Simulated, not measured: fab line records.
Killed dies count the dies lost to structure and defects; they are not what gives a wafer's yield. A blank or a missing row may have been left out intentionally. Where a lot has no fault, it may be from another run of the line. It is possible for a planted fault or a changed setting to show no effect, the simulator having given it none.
fab line records :: flow rit-cmos
[record]
  lots = 13
  wafers = 39
  last-day = 8
route steps=202 shown PLDD@117 M1@202
lots with no fault: from the same line, run without faults
start-h: the number of hours between the record's first day and the start of the first shown wafer of the lot :: wait-h: hours since the lot's step before :: " identical to the entry in the row above :: L1.1+2: one row covering several wafers at once :: - either no value or no given start :: * or withheld: withheld :: < > ~ a bound
route shown NAME@n: a module of which the file shows steps, and the number in the route of the first :: usual: mean/standard deviation taken from wafers without a fault :: same: alike in all rows :: chamber/n: place in a boat :: sites: per-site readings :: _std_site: the standard deviation of these :: _edge_site: the outer-site mean with the inner-site mean subtracted :: radius-mm: for every site, how far away it sits from the centre of the wafer :: mask NAME#n: copy n :: behind: the last tool/chamber to shape the wafer :: hold: why the lot was held/for how many hours/how that ended :: device: which transistor (n, p or np) failed to switch :: end of line: tests of these same wafers at the route's end :: for a step that has no rows: nothing shown but its recipe :: killed: count of dies lost to structure and defects at first sort (not the wafer's yield) :: map: shows each die of a wafer: x if killed, . if not, _ if none is there
set.NAME: the setting as run; set.NAME@STEP: as run at that earlier step :: model.NAME: the simulator's own value behind a step, which no gauge read
a sample of lots followed through the steps of the route, with each step as a table and each wafer as a row
services: a tool's chamber out of use, with start hour (start-h, from the record's first day; less than 0 if before it), hours out, and reason
[[steps]]
[step RIT_PLDD_EXPOSE_03]
[recipe]
  mask-id = M8
  na = 0.57
  target-cd-nm = 40900
  dose-mj = 250
[usual]
  focus-offset-nm = 0.0/0.48
  stage-vel-mm-s = 500.05/0.27
[same]
  na = 0.57
lot.wafer: L863.3
tool: iline-stepper-01
chamber: 0
start-h: 53.83
wait-h: 0.1
mask: M8#0
focus-offset-nm: 0.1
stage-vel-mm-s: 499.55

lot.wafer: L863.5
tool: iline-stepper-01
chamber: 0
start-h: 53.83
wait-h: 0.1
mask: M8#0
focus-offset-nm: -0.8
stage-vel-mm-s: 499.98

lot.wafer: L863.6
tool: iline-stepper-01
chamber: 0
start-h: 53.83
wait-h: 0.1
mask: M8#0
focus-offset-nm: -0.6
stage-vel-mm-s: 500.02

lot.wafer: L864.3
tool: iline-stepper-01
chamber: 0
start-h: 64.99
wait-h: 0.1
mask: M8#0
focus-offset-nm: 0.1
stage-vel-mm-s: 499.85

lot.wafer: L864.4
tool: iline-stepper-01
chamber: 0
start-h: 64.99
wait-h: 0.1
mask: M8#0
focus-offset-nm: 1.0
stage-vel-mm-s: 499.87

lot.wafer: L864.6
tool: iline-stepper-01
chamber: 0
start-h: 64.99
wait-h: 0.1
mask: M8#0
focus-offset-nm: -0.1
stage-vel-mm-s: 500.06

lot.wafer: L865.1
tool: iline-stepper-01
chamber: 0
start-h: 71.71
wait-h: 0.1
mask: M8#0
focus-offset-nm: -0.8
stage-vel-mm-s: 500.15

lot.wafer: L865.2
tool: iline-stepper-01
chamber: 0
start-h: 71.71
wait-h: 0.1
mask: M8#0
focus-offset-nm: -0.9
stage-vel-mm-s: 499.90

lot.wafer: L865.3
tool: iline-stepper-01
chamber: 0
start-h: 71.71
wait-h: 0.1
mask: M8#0
focus-offset-nm: -0.3
stage-vel-mm-s: 500.03

lot.wafer: L867.2
tool: iline-stepper-02
chamber: 0
start-h: 79.05
wait-h: 0.2
mask: M8#0
focus-offset-nm: -0.1
stage-vel-mm-s: 499.93

lot.wafer: L867.3
tool: iline-stepper-02
chamber: 0
start-h: 79.05
wait-h: 0.2
mask: M8#0
focus-offset-nm: -0.5
stage-vel-mm-s: 500.17

lot.wafer: L867.4
tool: iline-stepper-02
chamber: 0
start-h: 79.05
wait-h: 0.2
mask: M8#0
focus-offset-nm: -0.6
stage-vel-mm-s: 499.95

lot.wafer: L868.2
tool: iline-stepper-02
chamber: 0
start-h: 86.55
wait-h: 0.1
mask: M8#0
focus-offset-nm: -0.3
stage-vel-mm-s: 500.23

lot.wafer: L868.3
tool: iline-stepper-02
chamber: 0
start-h: 86.55
wait-h: 0.1
mask: M8#0
focus-offset-nm: 0.4
stage-vel-mm-s: 499.77

lot.wafer: L868.6
tool: iline-stepper-02
chamber: 0
start-h: 86.55
wait-h: 0.1
mask: M8#0
focus-offset-nm: 0.1
stage-vel-mm-s: 499.99

lot.wafer: L869.1
tool: iline-stepper-01
chamber: 0
start-h: 94.29
wait-h: 0.2
mask: M8#0
focus-offset-nm: -0.1
stage-vel-mm-s: 500.26

lot.wafer: L869.4
tool: iline-stepper-01
chamber: 0
start-h: 94.29
wait-h: 0.2
mask: M8#0
focus-offset-nm: -0.2
stage-vel-mm-s: 500.33

lot.wafer: L869.5
tool: iline-stepper-01
chamber: 0
start-h: 94.29
wait-h: 0.2
mask: M8#0
focus-offset-nm: 0.4
stage-vel-mm-s: 500.40

lot.wafer: L870.3
tool: iline-stepper-02
chamber: 0
start-h: 97.08
wait-h: 0.2
mask: M8#0
focus-offset-nm: -0.1
stage-vel-mm-s: 500.57

lot.wafer: L870.5
tool: iline-stepper-02
chamber: 0
start-h: 97.08
wait-h: 0.2
mask: M8#0
focus-offset-nm: 0.9
stage-vel-mm-s: 500.52

lot.wafer: L870.6
tool: iline-stepper-02
chamber: 0
start-h: 97.08
wait-h: 0.2
mask: M8#0
focus-offset-nm: 0.3
stage-vel-mm-s: 500.70

lot.wafer: L871.1
tool: iline-stepper-02
chamber: 0
start-h: 100.31
wait-h: 0.1
mask: M8#0
focus-offset-nm: 0.6
stage-vel-mm-s: 500.10

lot.wafer: L871.4
tool: iline-stepper-02
chamber: 0
start-h: 100.31
wait-h: 0.1
mask: M8#0
focus-offset-nm: 0.1
stage-vel-mm-s: 499.96

lot.wafer: L871.6
tool: iline-stepper-02
chamber: 0
start-h: 100.31
wait-h: 0.1
mask: M8#0
focus-offset-nm: -0.3
stage-vel-mm-s: 500.28

lot.wafer: L872.3
tool: iline-stepper-02
chamber: 0
start-h: 108.50
wait-h: 0.2
mask: M8#0
focus-offset-nm: 0.3
stage-vel-mm-s: 499.99

lot.wafer: L872.5
tool: iline-stepper-02
chamber: 0
start-h: 108.50
wait-h: 0.2
mask: M8#0
focus-offset-nm: 0.9
stage-vel-mm-s: 500.21

lot.wafer: L872.6
tool: iline-stepper-02
chamber: 0
start-h: 108.50
wait-h: 0.2
mask: M8#0
focus-offset-nm: 0.2
stage-vel-mm-s: 499.90

lot.wafer: L875.1
tool: iline-stepper-02
chamber: 0
start-h: 117.86
wait-h: 0.3
mask: M7#0
focus-offset-nm: 0.6
stage-vel-mm-s: 499.92

lot.wafer: L875.5
tool: iline-stepper-02
chamber: 0
start-h: 117.86
wait-h: 0.3
mask: M7#0
focus-offset-nm: -0.1
stage-vel-mm-s: 499.87

lot.wafer: L875.6
tool: iline-stepper-02
chamber: 0
start-h: 117.86
wait-h: 0.3
mask: M7#0
focus-offset-nm: 0.4
stage-vel-mm-s: 500.13

lot.wafer: L882.1
tool: iline-stepper-01
chamber: 0
start-h: 156.45
wait-h: 0.2
mask: M8#0
focus-offset-nm: 0.1
stage-vel-mm-s: 499.79

lot.wafer: L882.2
tool: iline-stepper-01
chamber: 0
start-h: 156.45
wait-h: 0.2
mask: M8#0
focus-offset-nm: 0.0
stage-vel-mm-s: 499.85

lot.wafer: L882.3
tool: iline-stepper-01
chamber: 0
start-h: 156.45
wait-h: 0.2
mask: M8#0
focus-offset-nm: 0.1
stage-vel-mm-s: 500.41

lot.wafer: L883.1
tool: iline-stepper-01
chamber: 0
start-h: 161.38
wait-h: 0.1
mask: M8#0
focus-offset-nm: -0.3
stage-vel-mm-s: 499.49

lot.wafer: L883.5
tool: iline-stepper-01
chamber: 0
start-h: 161.38
wait-h: 0.1
mask: M8#0
focus-offset-nm: -1.1
stage-vel-mm-s: 499.87

lot.wafer: L883.6
tool: iline-stepper-01
chamber: 0
start-h: 161.38
wait-h: 0.1
mask: M8#0
focus-offset-nm: 0.4
stage-vel-mm-s: 500.27

lot.wafer: L884.1
tool: iline-stepper-02
chamber: 0
start-h: 173.61
wait-h: 0.2
mask: M8#0
focus-offset-nm: -0.4
stage-vel-mm-s: 499.34

lot.wafer: L884.2
tool: iline-stepper-02
chamber: 0
start-h: 173.61
wait-h: 0.2
mask: M8#0
focus-offset-nm: 0.0
stage-vel-mm-s: 499.74

lot.wafer: L884.6
tool: iline-stepper-02
chamber: 0
start-h: 173.61
wait-h: 0.2
mask: M8#0
focus-offset-nm: -0.1
stage-vel-mm-s: 499.59
[step RIT_PLDD_OVL_MEAS_06]
[usual]
  PLDD_OVL = -0.9/1.6
lot.wafer: L863.3
tool: overlay-01
chamber: -
start-h: 54.20
wait-h: -
PLDD_OVL[nm]: 0.1

lot.wafer: L863.5
tool: overlay-01
chamber: -
start-h: 54.20
wait-h: -
PLDD_OVL[nm]: -0.9

lot.wafer: L863.6
tool: overlay-01
chamber: -
start-h: 54.20
wait-h: -
PLDD_OVL[nm]: -2.8

lot.wafer: L864.3
tool: overlay-02
chamber: -
start-h: 65.36
wait-h: -
PLDD_OVL[nm]: -3.4

lot.wafer: L864.4
tool: overlay-02
chamber: -
start-h: 65.36
wait-h: -
PLDD_OVL[nm]: -1.7

lot.wafer: L864.6
tool: overlay-02
chamber: -
start-h: 65.36
wait-h: -
PLDD_OVL[nm]: -1.0

lot.wafer: L865.1
tool: overlay-02
chamber: -
start-h: 72.11
wait-h: -
PLDD_OVL[nm]: -1.4

lot.wafer: L865.2
tool: overlay-02
chamber: -
start-h: 72.11
wait-h: -
PLDD_OVL[nm]: -0.8

lot.wafer: L865.3
tool: overlay-02
chamber: -
start-h: 72.11
wait-h: -
PLDD_OVL[nm]: -0.1

lot.wafer: L867.2
tool: overlay-02
chamber: -
start-h: 79.44
wait-h: -
PLDD_OVL[nm]: 0.8

lot.wafer: L867.3
tool: overlay-02
chamber: -
start-h: 79.44
wait-h: -
PLDD_OVL[nm]: 1.1

lot.wafer: L867.4
tool: overlay-02
chamber: -
start-h: 79.44
wait-h: -
PLDD_OVL[nm]: 0.5

lot.wafer: L868.2
tool: overlay-02
chamber: -
start-h: 86.94
wait-h: -
PLDD_OVL[nm]: -1.4

lot.wafer: L868.3
tool: overlay-02
chamber: -
start-h: 86.94
wait-h: -
PLDD_OVL[nm]: -1.7

lot.wafer: L868.6
tool: overlay-02
chamber: -
start-h: 86.94
wait-h: -
PLDD_OVL[nm]: -0.2

lot.wafer: L869.1
tool: overlay-02
chamber: -
start-h: 94.69
wait-h: -
PLDD_OVL[nm]: 1.3

lot.wafer: L869.4
tool: overlay-02
chamber: -
start-h: 94.69
wait-h: -
PLDD_OVL[nm]: 2.0

lot.wafer: L869.5
tool: overlay-02
chamber: -
start-h: 94.69
wait-h: -
PLDD_OVL[nm]: 0.0

lot.wafer: L870.3
tool: overlay-01
chamber: -
start-h: 97.45
wait-h: -
PLDD_OVL[nm]: -0.7

lot.wafer: L870.5
tool: overlay-01
chamber: -
start-h: 97.45
wait-h: -
PLDD_OVL[nm]: -1.8

lot.wafer: L870.6
tool: overlay-01
chamber: -
start-h: 97.45
wait-h: -
PLDD_OVL[nm]: -1.9

lot.wafer: L871.1
tool: overlay-01
chamber: -
start-h: 100.71
wait-h: -
PLDD_OVL[nm]: -0.7

lot.wafer: L871.4
tool: overlay-01
chamber: -
start-h: 100.71
wait-h: -
PLDD_OVL[nm]: -1.1

lot.wafer: L871.6
tool: overlay-01
chamber: -
start-h: 100.71
wait-h: -
PLDD_OVL[nm]: 0.1

lot.wafer: L872.3
tool: overlay-01
chamber: -
start-h: 108.87
wait-h: -
PLDD_OVL[nm]: -3.9

lot.wafer: L872.5
tool: overlay-01
chamber: -
start-h: 108.87
wait-h: -
PLDD_OVL[nm]: -2.4

lot.wafer: L872.6
tool: overlay-01
chamber: -
start-h: 108.87
wait-h: -
PLDD_OVL[nm]: -3.5

lot.wafer: L875.1
tool: overlay-02
chamber: -
start-h: 118.26
wait-h: -
PLDD_OVL[nm]: -

lot.wafer: L875.5
tool: overlay-02
chamber: -
start-h: 118.26
wait-h: -
PLDD_OVL[nm]: -

lot.wafer: L875.6
tool: overlay-02
chamber: -
start-h: 118.26
wait-h: -
PLDD_OVL[nm]: -

lot.wafer: L882.1
tool: overlay-02
chamber: -
start-h: 156.85
wait-h: -
PLDD_OVL[nm]: -1.7

lot.wafer: L882.2
tool: overlay-02
chamber: -
start-h: 156.85
wait-h: -
PLDD_OVL[nm]: -2.3

lot.wafer: L882.3
tool: overlay-02
chamber: -
start-h: 156.85
wait-h: -
PLDD_OVL[nm]: -1.3

lot.wafer: L883.1
tool: overlay-02
chamber: -
start-h: 161.78
wait-h: -
PLDD_OVL[nm]: 0.2

lot.wafer: L883.5
tool: overlay-02
chamber: -
start-h: 161.78
wait-h: -
PLDD_OVL[nm]: 0.0

lot.wafer: L883.6
tool: overlay-02
chamber: -
start-h: 161.78
wait-h: -
PLDD_OVL[nm]: 0.2

lot.wafer: L884.1
tool: overlay-01
chamber: -
start-h: 174.01
wait-h: -
PLDD_OVL[nm]: 0.8

lot.wafer: L884.2
tool: overlay-01
chamber: -
start-h: 174.01
wait-h: -
PLDD_OVL[nm]: -2.6

lot.wafer: L884.6
tool: overlay-01
chamber: -
start-h: 174.01
wait-h: -
PLDD_OVL[nm]: -2.3
[step RIT_PLDD_TW_MEAS_10]
[usual]
  PLDD_TW = 2356/9.1
lot.wafer: L863.3
tool: film-metro-04
chamber: -
start-h: 54.72
wait-h: 0.1
PLDD_TW: 2351

lot.wafer: L863.5
tool: film-metro-04
chamber: -
start-h: 54.72
wait-h: 0.1
PLDD_TW: 2350

lot.wafer: L863.6
tool: film-metro-04
chamber: -
start-h: 54.72
wait-h: 0.1
PLDD_TW: 2345

lot.wafer: L864.3
tool: film-metro-04
chamber: -
start-h: 65.88
wait-h: 0.1
PLDD_TW: 2363

lot.wafer: L864.4
tool: film-metro-04
chamber: -
start-h: 65.88
wait-h: 0.1
PLDD_TW: 2357

lot.wafer: L864.6
tool: film-metro-04
chamber: -
start-h: 65.88
wait-h: 0.1
PLDD_TW: 2350

lot.wafer: L865.1
tool: film-metro-03
chamber: -
start-h: 72.62
wait-h: 0.1
PLDD_TW: 2372

lot.wafer: L865.2
tool: film-metro-03
chamber: -
start-h: 72.62
wait-h: 0.1
PLDD_TW: 2374

lot.wafer: L865.3
tool: film-metro-03
chamber: -
start-h: 72.62
wait-h: 0.1
PLDD_TW: 2362

lot.wafer: L867.2
tool: film-metro-03
chamber: -
start-h: 79.96
wait-h: 0.1
PLDD_TW: 2375

lot.wafer: L867.3
tool: film-metro-03
chamber: -
start-h: 79.96
wait-h: 0.1
PLDD_TW: 2373

lot.wafer: L867.4
tool: film-metro-03
chamber: -
start-h: 79.96
wait-h: 0.1
PLDD_TW: 2373

lot.wafer: L868.2
tool: film-metro-03
chamber: -
start-h: 87.46
wait-h: 0.1
PLDD_TW: 2357

lot.wafer: L868.3
tool: film-metro-03
chamber: -
start-h: 87.46
wait-h: 0.1
PLDD_TW: 2362

lot.wafer: L868.6
tool: film-metro-03
chamber: -
start-h: 87.46
wait-h: 0.1
PLDD_TW: 2355

lot.wafer: L869.1
tool: film-metro-04
chamber: -
start-h: 95.20
wait-h: 0.1
PLDD_TW: 2362

lot.wafer: L869.4
tool: film-metro-04
chamber: -
start-h: 95.20
wait-h: 0.1
PLDD_TW: 2358

lot.wafer: L869.5
tool: film-metro-04
chamber: -
start-h: 95.20
wait-h: 0.1
PLDD_TW: 2355

lot.wafer: L870.3
tool: film-metro-04
chamber: -
start-h: 97.97
wait-h: 0.1
PLDD_TW: 2350

lot.wafer: L870.5
tool: film-metro-04
chamber: -
start-h: 97.97
wait-h: 0.1
PLDD_TW: 2351

lot.wafer: L870.6
tool: film-metro-04
chamber: -
start-h: 97.97
wait-h: 0.1
PLDD_TW: 2351

lot.wafer: L871.1
tool: film-metro-04
chamber: -
start-h: 101.38
wait-h: 0.3
PLDD_TW: 2340

lot.wafer: L871.4
tool: film-metro-04
chamber: -
start-h: 101.38
wait-h: 0.3
PLDD_TW: 2344

lot.wafer: L871.6
tool: film-metro-04
chamber: -
start-h: 101.38
wait-h: 0.3
PLDD_TW: 2348

lot.wafer: L872.3
tool: film-metro-03
chamber: -
start-h: 109.39
wait-h: 0.1
PLDD_TW: 2349

lot.wafer: L872.5
tool: film-metro-03
chamber: -
start-h: 109.39
wait-h: 0.1
PLDD_TW: 2378

lot.wafer: L872.6
tool: film-metro-03
chamber: -
start-h: 109.39
wait-h: 0.1
PLDD_TW: 2367

lot.wafer: L875.1
tool: film-metro-04
chamber: -
start-h: 118.78
wait-h: 0.1
PLDD_TW: 30

lot.wafer: L875.5
tool: film-metro-04
chamber: -
start-h: 118.78
wait-h: 0.1
PLDD_TW: 30

lot.wafer: L875.6
tool: film-metro-04
chamber: -
start-h: 118.78
wait-h: 0.1
PLDD_TW: 30

lot.wafer: L882.1
tool: film-metro-02
chamber: -
start-h: 157.36
wait-h: 0.1
PLDD_TW: 2352

lot.wafer: L882.2
tool: film-metro-02
chamber: -
start-h: 157.36
wait-h: 0.1
PLDD_TW: 2371

lot.wafer: L882.3
tool: film-metro-02
chamber: -
start-h: 157.36
wait-h: 0.1
PLDD_TW: 2357

lot.wafer: L883.1
tool: film-metro-03
chamber: -
start-h: 162.29
wait-h: 0.1
PLDD_TW: 2345

lot.wafer: L883.5
tool: film-metro-03
chamber: -
start-h: 162.29
wait-h: 0.1
PLDD_TW: 2342

lot.wafer: L883.6
tool: film-metro-03
chamber: -
start-h: 162.29
wait-h: 0.1
PLDD_TW: 2367

lot.wafer: L884.1
tool: film-metro-02
chamber: -
start-h: 174.52
wait-h: 0.1
PLDD_TW: 2368

lot.wafer: L884.2
tool: film-metro-02
chamber: -
start-h: 174.52
wait-h: 0.1
PLDD_TW: 2349

lot.wafer: L884.6
tool: film-metro-02
chamber: -
start-h: 174.52
wait-h: 0.1
PLDD_TW: 2343
[step RIT_M1_PROBE_99]
[usual]
  killed_at_M0_to_M3 = 0.0/0.12
  killed-at-contacts = 0.1/0.23
  killed-at-front-end = 6/3.1
  killed-dies = 6/3.1
  killed-on-rim = 1.7/1.3
  killed-open = 3.2/1.9
  killed-short = 3.2/2.1
[same]
  gross-dies = 264
  killed_at_M4_up = 0
  killed-at-back-side = 0
  killed-at-other = 0
lot.wafer: L870.3
tool: prober-01
chamber: -
start-h: 111.66
wait-h: 0.2
killed_at_M0_to_M3: 0
killed-at-contacts: 0
killed-at-front-end: 2
killed-dies: 2
killed-on-rim: 1
killed-open: 1
killed-short: 1

lot.wafer: L870.5
tool: prober-01
chamber: -
start-h: 111.76
wait-h: 0.2
killed_at_M0_to_M3: 0
killed-at-contacts: 0
killed-at-front-end: 4
killed-dies: 4
killed-on-rim: 3
killed-open: 2
killed-short: 2

lot.wafer: L870.6
tool: prober-01
chamber: -
start-h: 111.81
wait-h: 0.2
killed_at_M0_to_M3: 0
killed-at-contacts: 0
killed-at-front-end: 3
killed-dies: 3
killed-on-rim: 1
killed-open: 0
killed-short: 3

lot.wafer: L875.1
tool: prober-02
chamber: -
start-h: 158.74
wait-h: 0.1
killed_at_M0_to_M3: 0
killed-at-contacts: 0
killed-at-front-end: 264
killed-dies: 264
killed-on-rim: 70
killed-open: 3
killed-short: 7

lot.wafer: L875.5
tool: prober-02
chamber: -
start-h: 158.94
wait-h: 0.2
killed_at_M0_to_M3: 0
killed-at-contacts: 0
killed-at-front-end: 264
killed-dies: 264
killed-on-rim: 70
killed-open: 6
killed-short: 0

lot.wafer: L875.6
tool: prober-02
chamber: -
start-h: 158.99
wait-h: 0.2
killed_at_M0_to_M3: 0
killed-at-contacts: 0
killed-at-front-end: 264
killed-dies: 264
killed-on-rim: 70
killed-open: 2
killed-short: 0

lot.wafer: L882.1
tool: prober-01
chamber: -
start-h: 171.13
wait-h: 0.1
killed_at_M0_to_M3: 0
killed-at-contacts: 0
killed-at-front-end: 3
killed-dies: 3
killed-on-rim: 1
killed-open: 2
killed-short: 1

lot.wafer: L882.2
tool: prober-01
chamber: -
start-h: 171.18
wait-h: 0.1
killed_at_M0_to_M3: 0
killed-at-contacts: 0
killed-at-front-end: 7
killed-dies: 7
killed-on-rim: 3
killed-open: 2
killed-short: 4

lot.wafer: L882.3
tool: prober-01
chamber: -
start-h: 171.23
wait-h: 0.2
killed_at_M0_to_M3: 0
killed-at-contacts: 0
killed-at-front-end: 5
killed-dies: 5
killed-on-rim: 0
killed-open: 2
killed-short: 3
// killed by level:class
L870.3 GATE:geometric-particle:open=1 SILICIDE:geometric-particle:short=1
L870.5 FOX1:geometric-particle:open=1 FOX2:geometric-particle:open=1 SPACER:geometric-particle:short=1 SILICIDE:geometric-particle:short=1
L870.6 GATE:geometric-particle:short=1 SPACER:geometric-particle:short=1 SILICIDE:geometric-particle:short=1
L875.1 PLDD:area-expose=254 GATE:geometric-particle:short=3 FOX1:geometric-particle:short=1 FOX1:geometric-particle:open=1 REOX:geometric-particle:open=1 REOX:geometric-particle:short=1 SPACER:geometric-particle:short=1 SILICIDE:geometric-particle:short=1
L875.5 PLDD:area-expose=258 GATE:geometric-particle:open=2 REOX:geometric-particle:open=2 SPACER:geometric-particle:open=1 SILICIDE:geometric-particle:open=1
L875.6 PLDD:area-expose=262 FOX1:geometric-particle:open=1 SILICIDE:geometric-particle:open=1
L882.1 GATE:geometric-particle:short=1 GATE:geometric-particle:open=1 SPACER:geometric-particle:open=1
L882.2 SPACER:geometric-particle:short=2 FOX1:geometric-particle:short=1 GATE:geometric-particle:short=1 REOX:geometric-particle:open=1 SPACER:geometric-particle:open=1 PRETRO:coat-microbubble-printed=1
L882.3 REOX:geometric-particle:short=2 GATE:geometric-particle:short=1 GATE:geometric-particle:open=1 SILICIDE:geometric-particle:open=1
[[services]]
tool: iline-stepper-01
chamber: 0
start-h: 54.26
hours: -
kind: calibration

tool: iline-stepper-01
chamber: -
start-h: 107.67
hours: 2.1
kind: pm

tool: iline-stepper-01
chamber: -
start-h: 109.76
hours: -
kind: consumable-replace:lamp

tool: iline-stepper-01
chamber: -
start-h: 117.13
hours: 4.4
kind: pm

tool: iline-stepper-02
chamber: 0
start-h: 134.74
hours: -
kind: calibration

tool: iline-stepper-02
chamber: -
start-h: 169.62
hours: 1.7
kind: pm
[[key]]
[first-sign]
  step = RIT_PLDD_EXPOSE_03
  reading = mask
  direction = changed
[effect]
  step = RIT_PLDD_OVL_MEAS_06
  reading = PLDD_OVL
  direction = missing
[effect]
  step = RIT_PLDD_TW_MEAS_10
  reading = PLDD_TW
  direction = down
  sigmas = 99+
  usual = 2356
  struck = 30
[effect]
  step = RIT_M1_PROBE_99
  reading = killed-dies
  direction = up
  sigmas = 83
  usual = 6
  struck = 264
[more-kills-born-at]
  RIT_PLDD_EXPOSE_03@iline-stepper-02 = 774
met-at RIT_PLDD_EXPOSE_03
struck-lots L875
tester-left-out L875
onset-between 108.50 117.86
[fault]
  kind = wrong-mask
  tool = any
  chamber = -
  onset-h = 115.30
  steps = RIT_PLDD_EXPOSE_03
  aux-copy = M7#0
  scope = struck-lots-only
// tester-left-out: of these lots the tester's yield and bins aren't shown, on N5 and GAA mostly nor the transistor test; their killed dies are dies lost to structure and defects alone, not to doping, threshold or leakage, so they don't give the yield
